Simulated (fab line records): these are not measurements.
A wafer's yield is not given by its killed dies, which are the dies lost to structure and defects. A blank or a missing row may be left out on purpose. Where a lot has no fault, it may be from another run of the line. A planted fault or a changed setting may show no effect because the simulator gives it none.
8D (eight disciplines) problem report, filled in by code    flow berkeley-cmos170    the parts of the form that need people (team, actions taken, sign-off) are left out

1. PROBLEM STATEMENT
SPACER_TEOS_THK at UCB170_SPACER_THK_MEAS_01 reads a mean of 612 nm on 1 wafer of 1 lot; wafers without a fault read 377 nm with a standard deviation of 5.2. Relative to the usual mean, that is a shift of +45 standard deviations.
First observed at day 9 16:37: wafer L649.6, on film-metro-03. At this step, 39 wafers from 13 lots have a number in the record. Rule for "out", or "out of limits": more than 4 standard deviations from the usual mean. The rest of the wafers with a number are treated as sound.

2. WHAT IT IS AND WHAT IT IS NOT
question                     is                is not
which readings at this step  SPACER_TEOS_THK   -
which lots                   L649              L637, L638, L639, L640, L641, L642, L643, L645, L647, L648, L656, L659
which wafers of those lots   L649.6            L649.2, L649.5
read on which gauges         film-metro-03     film-metro-01, film-metro-02
when                         from day 9 16:37  up to then (32 sound wafers); but 6 sound wafers of L656, L659 came after

3. WHAT RULES OUT EACH SUSPECT
Counting: any tool at a process step up to the reading remains a suspect provided it ran every lot that is out. Sound lots after the first of them don't rule it out here, since some wafers of a struck lot are sound.
- ruled out: the gauge at UCB170_SPACER_THK_MEAS_01. All the wafers that are out were read on film-metro-03, but those of them that UCB170_SPACER_CVD_00 has rows for are out there too, on other tools.
- plasma-asher-02 at UCB170_NLDD_STRIP_10 (strips in O2): kept. It ran the lot that is out, L649 (day 9 15:24); its last sound lot up to then is L645 (day 8 13:19).
- pecvd-03 at UCB170_SPACER_CVD_00 (deposits SiO2 from TEOS/O2, target thk 376 nm, time 47 s): kept. It ran the lot that is out, L649 (day 9 16:34); its last sound lot up to then is L642 (day 7 23:16). On those wafers its own readings are out: run-length-s.
- At UCB170_SPACER_CVD_00, inside pecvd-03: chamber 2 took the wafers that are out, while their sound lot-mates went through chambers 0, 1.
After counting, plasma-asher-02 at UCB170_NLDD_STRIP_10 and pecvd-03 at UCB170_SPACER_CVD_00 remain.

4. THE CAUSE (what the simulator had put in)
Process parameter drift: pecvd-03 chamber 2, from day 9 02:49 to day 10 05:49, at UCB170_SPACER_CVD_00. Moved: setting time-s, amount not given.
2 suspects survive the count, and this tool is in that group.

5. THE EFFECT CHAIN, in route order
Each row: a reading where the mean over the struck wafers with a number is more than 3 standard deviations away from the usual. Scope: only readings with a usual standard deviation given in the record; hours: median across lots of the time from each lot's start at the first step in this table that gives one to its start at this step; sigmas: change in usual standard deviations.
hours  step                       reading          usual       on struck wafers  change  sigmas
0      UCB170_SPACER_CVD_00       run-length-s     75.0 s      104.1             +29.1   +48
0      UCB170_SPACER_THK_MEAS_01  SPACER_TEOS_THK  377 nm      612               +235    +45
3      UCB170_SPACER_ETCHBACK_03  oes-product-au   0.901 a.u.  0.978             +0.077  +4.5
The process steps in it:
- UCB170_SPACER_CVD_00: deposits SiO2 from TEOS/O2, target thk 376 nm, time 47 s.
- UCB170_SPACER_ETCHBACK_03: etches SiO2 in CHF3/CF4/Ar, stops on Si, target depth 376 nm, time 100 s.

6. HOW IT WOULD HAVE BEEN CAUGHT EARLIER
Counted from the fault's start at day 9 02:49, it took 14 hours until the first out-of-limits reading at a measuring or inspecting step in this record, taken at day 9 16:37.
Tool's own readings at UCB170_SPACER_CVD_00, run-length-s: out on all struck wafers the step has rows for; an alarm limit on them would have tripped on the first.
By day 9 16:37, every lot that is out (1) had started UCB170_SPACER_CVD_00 on pecvd-03. None of them would have been spared by holding the tool at that moment.
